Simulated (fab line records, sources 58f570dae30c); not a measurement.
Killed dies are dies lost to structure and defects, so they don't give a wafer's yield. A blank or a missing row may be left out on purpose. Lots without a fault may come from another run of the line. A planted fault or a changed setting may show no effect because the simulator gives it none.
Chamber matching | flow berkeley_cmos170 | UCB170_SPACER_CVD_00 on pecvd-04: 3 sister chambers
The step deposits SiO2 from TEOS/O2, target thk 376 nm, time 47 s. 6 wafers are shown with their chamber, then 7 later ones without.

WAFERS WITH THEIR CHAMBER
wafer  | chamber | susceptor_temp_C (C) | heater_power_w (W)
L285.5 | 0       | 390.09               | 208
L297.2 | 2       | 389.74               | 271
L297.5 | 2       | 389.84               | 189
L297.6 | 1       | 390.27               | 195
L299.1 | 1       | 390.28               | 179
L299.5 | 0       | 389.73               | 176

WAFERS WITHOUT THEIR CHAMBER
wafer  | susceptor_temp_C (C) | heater_power_w (W)
L299.6 | 390.08               | 223
L303.1 | 389.84               | 228
L303.4 | 389.71               | 209
L303.6 | 389.95               | 242
L304.2 | 389.70               | 218
L304.4 | 390.18               | 214
L304.5 | 389.91               | 239

WHICH CHAMBER EACH WENT THROUGH
wafer  | from the rows above          | in truth
L299.6 | can't be placed: 0 or 1 or 2 | 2
L303.1 | can't be placed: 2 or 0      | 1
L303.4 | can't be placed: 2 or 0      | 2
L303.6 | can't be placed: 2 or 0 or 1 | 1
L304.2 | can't be placed: 2 or 0      | 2
L304.4 | can't be placed: 1 or 0 or 2 | 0
L304.5 | can't be placed: 2 or 0 or 1 | 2
Placed correctly: 0 of 7. Can't be placed from these rows: 7 (the true chamber is among the candidates in 6). Placed wrongly: 0.
How it was worked out, from the rows above alone: a wafer's distance from a chamber is the root of the sum, over the readings, of the square of ((its reading less the chamber's mean) divided by the reading's scatter). The wafer belongs to the nearest chamber; if the next one is less than 2 further off, it can't be placed. A chamber's mean is the mean of its shown wafers. The scatter: the root of (the sum of the squares of (reading less its chamber's mean) over the shown wafers, divided by (wafers less chambers)).
